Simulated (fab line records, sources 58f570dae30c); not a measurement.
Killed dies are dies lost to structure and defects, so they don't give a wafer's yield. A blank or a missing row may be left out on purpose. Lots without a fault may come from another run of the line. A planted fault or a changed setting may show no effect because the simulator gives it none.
fab line records | flow berkeley_cmos170 | part 2 of 2: steps 27 to 35 of 35
record lots=5 wafers=15 last_day=10
route steps=331 shown NWELL@23 PWELL@34 WELLDRIVE@55
lots that met no fault: from a run of the same line without faults
start_h: hours from the record's first day to the start of the lot's first wafer shown | wait_h: hours since the lot's step before | " the same as in the row above | L1.1+2: a row that stands for several wafers | - no value, or no start given | * or withheld: withheld | < > ~ a bound
route shown NAME@n: a module of which the file shows steps, and the number in the route of the first | usual: mean/standard deviation of fault-free wafers | same: alike in all rows | chamber/n: place in a boat | sites: the reading at each site | _std_site: their standard deviation | _edge_site: outer sites' mean less inner sites' | radius_mm: how far each site lies from the wafer's centre | mask NAME#n: copy n | behind: the tool/chamber that last shaped the wafer | hold: why the lot was held/for how many hours/how that ended | device: the transistor (n, p or np) that didn't switch | end of line: the same wafers' tests at the end of the route | a step without rows: its recipe alone | killed: dies lost to structure and defects at the first sort, not the wafer's yield | map: a wafer's dies, x killed, . not, _ none there
set.NAME: the setting as run; set.NAME@STEP: as run at that earlier step | model.NAME: the simulator's own value behind a step, which no gauge read
lots at some steps of the route; a table a step, a row a wafer
services: from which hour (start_h, from the record's first day; less than 0 if before it) a tool's chamber was out of use, for how many hours, and why
## steps
# step UCB170_PWELL_IMPLANT_15
# recipe species=B dose_cm2=5e+12 energy_kev=60 tilt_deg=7
# columns lot.wafer tool chamber start_h wait_h
L076.2+4+5 implanter-02 0 54.68 0.1
L079.2+5+6 implanter-01 0 78.08 0.1
L085.2+3+6 implanter-01 0 112.43 0.1
L088.1+4+6 implanter-02 0 118.93 0.1
L093.2+3+6 implanter-04 0 136.20 0.1
# step UCB170_PWELL_STRIP_16
# recipe chemistry=O2 power_w=400 pressure_mtorr=3500 platen_temp_c=withheld o2_flow_sccm=400 overash_fraction=0.5
# usual chamber_pressure_mTorr=3500/3.2 drypump_motor_current_A=5.6/0.39 oes_product_au=0.721/0.0047 strip_time_to_endpoint_s=18.09/0.068
# columns lot.wafer tool chamber start_h wait_h chamber_pressure_mTorr drypump_motor_current_A oes_product_au rf_hours_counter_h strip_time_to_endpoint_s
L076.2 plasma_asher-03 0 54.80 0.1 3505 5.1 0.719 28 18.15
L076.4 " 0 " " 3503 5.1 0.722 - 18.24
L076.5 " 0 " " 3503 5.1 0.721 - 18.14
L079.2 plasma_asher-03 1 78.21 0.1 3501 5.4 0.715 30 17.97
L079.5 " 1 " " 3503 5.4 0.723 - 18.08
L079.6 " 0 " " 3500 5.1 0.719 - 18.02
L085.2 plasma_asher-04 0 112.56 0.1 3500 5.4 0.716 38 18.13
L085.3 " 1 " " 3503 6.2 0.725 - 18.18
L085.6 " 1 " " 3491 6.2 0.712 - 18.13
L088.1 plasma_asher-04 0 119.08 0.1 3497 5.4 0.724 39 18.10
L088.4 " 0 " " 3498 5.4 0.731 - 18.09
L088.6 " 1 " " 3502 6.2 0.723 - 18.11
L093.2 plasma_asher-03 1 136.33 0.1 3505 5.4 0.718 37 18.17
L093.3 " 1 " " 3502 5.4 0.716 - 18.14
L093.6 " 0 " " 3494 5.2 0.720 - 18.02
# step UCB170_PWELL_TW_MEAS_17
# usual PWELL_TW=380.2/2.3
# columns lot.wafer tool chamber start_h wait_h PWELL_TW
L076.2 film_metro-04 - 54.91 0.1 377.0
L076.4 " - " " 377.4
L076.5 " - " " 377.3
L079.2 film_metro-02 - 78.32 0.1 380.8
L079.5 " - " " 382.9
L079.6 " - " " 382.7
L085.2 film_metro-02 - 112.67 0.1 380.7
L085.3 " - " " 381.3
L085.6 " - " " 381.1
L088.1 film_metro-02 - 119.18 0.1 379.4
L088.4 " - " " 382.0
L088.6 " - " " 382.2
L093.2 film_metro-02 - 136.44 0.1 383.0
L093.3 " - " " 384.0
L093.6 " - " " 383.4
# step UCB170_PWELL_CLEAN_18
# recipe chemistry=SPM temp_c=120 time_s=600
# usual bath_heat_duty_pct=12.7/1.5 temp_c=120.00/0.13
# columns lot.wafer tool chamber start_h wait_h bath_heat_duty_pct temp_c
L076.2 wet_bench-03 2 54.96 0.0 14.2 119.95
L076.4 " 2 " " 14.8 119.91
L076.5 " 2 " " 14.3 119.90
L079.2 wet_bench-04 3 78.37 0.0 12.4 120.02
L079.5 " 3 " " 11.1 120.10
L079.6 " 3 " " 11.6 120.04
L085.2 wet_bench-04 3 112.72 0.0 12.1 120.04
L085.3 " 3 " " 11.8 120.20
L085.6 " 3 " " 12.1 119.98
L088.1 wet_bench-03 1 119.24 0.1 11.3 120.05
L088.4 " 1 " " 12.8 120.16
L088.6 " 1 " " 12.5 119.94
L093.2 wet_bench-02 0 137.14 0.7 9.6 120.11
L093.3 " 0 " " 11.0 120.00
L093.6 " 0 " " 10.8 119.93
# step UCB170_PWELL_WET_ETCH_19
# recipe chemistry=H3PO4 target=Si3N4 temp_c=160 time_s=14400
# usual bath_heat_duty_pct=27.0/2.9 temp_c=160.00/0.14
# columns lot.wafer tool chamber start_h wait_h bath_heat_duty_pct temp_c
L076.2 wet_bench-02 3 55.15 0.0 31.8 159.83
L076.4 " 3 " " 32.0 159.79
L076.5 " 3 " " 32.0 159.96
L079.2 wet_bench-02 1 78.56 0.0 27.4 160.00
L079.5 " 1 " " 25.8 160.13
L079.6 " 1 " " 26.1 160.01
L085.2 wet_bench-03 1 112.91 0.0 24.9 160.03
L085.3 " 1 " " 25.7 160.01
L085.6 " 1 " " 26.0 159.83
L088.1 wet_bench-03 3 119.43 0.0 22.7 159.91
L088.4 " 3 " " 24.0 160.00
L088.6 " 3 " " 25.9 160.01
L093.2 wet_bench-03 2 137.55 0.2 27.2 160.06
L093.3 " 2 " " 30.2 159.95
L093.6 " 2 " " 27.9 160.10
# step UCB170_PWELL_WET_ETCH_20
# recipe chemistry=BOE dilution=5:1 target=SiO2 temp_c=25 time_s=22
# usual bath_heat_duty_pct=6.2/0.79 temp_c=24.99/0.097
# columns lot.wafer tool chamber start_h wait_h bath_heat_duty_pct temp_c
L076.2 wet_bench-02 3 59.72 0.2 7.8 25.00
L076.4 " 3 " " 8.1 24.98
L076.5 " 3 " " 7.2 24.92
L079.2 wet_bench-02 2 82.57 0.0 7.1 25.13
L079.5 " 2 " " 6.1 25.03
L079.6 " 2 " " 6.3 25.05
L085.2 wet_bench-03 3 117.17 0.3 4.9 25.03
L085.3 " 3 " " 6.1 25.24
L085.6 " 3 " " 6.2 24.89
L088.1 wet_bench-03 0 124.02 0.2 6.9 24.97
L088.4 " 0 " " 6.6 25.01
L088.6 " 0 " " 6.0 25.07
L093.2 wet_bench-03 0 145.65 0.1 6.6 25.04
L093.3 " 0 " " 5.7 25.15
L093.6 " 0 " " 7.3 25.01
# step UCB170_WELLDRIVE_CLEAN_00
# recipe chemistry=SPM temp_c=120 time_s=600
# usual bath_heat_duty_pct=13.0/1.7 temp_c=119.99/0.14
# columns lot.wafer tool chamber start_h wait_h bath_heat_duty_pct temp_c
L076.2 wet_bench-02 0 59.73 0.0 10.6 119.75
L076.4 " 0 " " 10.9 119.86
L076.5 " 0 " " 10.2 119.77
L079.2 wet_bench-02 2 82.58 0.0 13.4 119.94
L079.5 " 2 " " 14.5 120.30
L079.6 " 2 " " 15.7 119.99
L085.2 wet_bench-03 1 117.36 0.2 12.4 119.75
L085.3 " 1 " " 12.1 119.85
L085.6 " 1 " " 13.2 119.83
L088.1 wet_bench-03 0 124.21 0.2 14.4 119.93
L088.4 " 0 " " 14.4 119.76
L088.6 " 0 " " 14.2 120.11
L093.2 wet_bench-03 0 146.03 0.3 14.3 119.96
L093.3 " 0 " " 13.8 120.17
L093.6 " 0 " " 13.5 120.15
# step UCB170_WELLDRIVE_OXIDATION_01
# recipe temp_c=1100 ambient=O2 target_thk_a=1990 ox_time_s=9000
# usual spike_tc_centre_C=1102.6/1.1 zone_power_source_pct=45/3.2
# same ox_time_s=9000
# columns lot.wafer tool chamber start_h wait_h spike_tc_centre_C zone_power_source_pct
L076.2 furnace-03 0 64.36 4.4 1104.8 41
L076.4 " 0 " " 1101.7 41
L076.5 " 0 " " 1103.4 41
L079.2 furnace-03 0 87.62 4.9 1103.0 42
L079.5 " 0 " " 1103.2 42
L079.6 " 0 " " 1103.0 41
L085.2 furnace-01 0 118.49 1.0 1101.2 46
L085.3 " 0 " " 1102.8 47
L085.6 " 0 " " 1102.4 47
L088.1 furnace-02 0 127.16 2.8 1102.8 48
L088.4 " 0 " " 1103.0 49
L088.6 " 0 " " 1103.4 49
L093.2 furnace-01 0 148.14 1.8 1101.1 48
L093.3 " 0 " " 1103.4 47
L093.6 " 0 " " 1102.7 47
# step UCB170_WELLDRIVE_THK_MEAS_02
# recipe reads=SiO2_of_WELLDRIVE_OXIDATION_01
# usual WELLDRIVE_OXIDE_THK=200/3.2
# columns lot.wafer tool chamber start_h wait_h WELLDRIVE_OXIDE_THK[nm]
L076.2 film_metro-03 - 67.87 0.0 199
L076.4 " - " " 198
L076.5 " - " " 199
L079.2 film_metro-04 - 91.13 0.0 195
L079.5 " - " " 202
L079.6 " - " " 200
L085.2 film_metro-04 - 122.00 0.0 195
L085.3 " - " " 203
L085.6 " - " " 201
L088.1 film_metro-04 - 130.66 0.0 198
L088.4 " - " " 196
L088.6 " - " " 198
L093.2 film_metro-03 - 151.65 0.0 198
L093.3 " - " " 197
L093.6 " - " " 197
## services
# columns tool chamber start_h hours kind
furnace-03 - 17.69 2.3 pm
implanter-03 - 17.77 2.6 repair
krf_scanner-01 - 22.99 5.1 repair
implanter-01 - 24.83 2.3 repair
implanter-04 - 26.39 1.0 repair
krf_scanner-02 - 34.73 1.3 pm
krf_scanner-02 - 36.03 1.0 pm
krf_scanner-01 - 44.28 0.7 repair
implanter-03 - 48.63 2.8 pm
furnace-01 - 50.83 30.0 pm
furnace-04 - 51.34 3.2 pm
rie_diel-03 1 51.38 30.0 repair
implanter-03 - 52.98 3.7 repair
implanter-01 - 54.60 2.3 pm
krf_scanner-01 - 56.68 0.8 pm
krf_scanner-01 - 61.28 1.3 pm
krf_scanner-02 - 64.38 4.4 pm
implanter-04 - 65.64 3.1 pm
furnace-04 - 69.61 2.7 pm
rie_diel-01 3 89.99 7.4 repair
krf_scanner-01 - 112.22 1.0 pm
krf_scanner-01 - 124.60 0.6 repair
implanter-02 - 125.42 2.4 repair
krf_scanner-01 - 126.51 2.3 repair
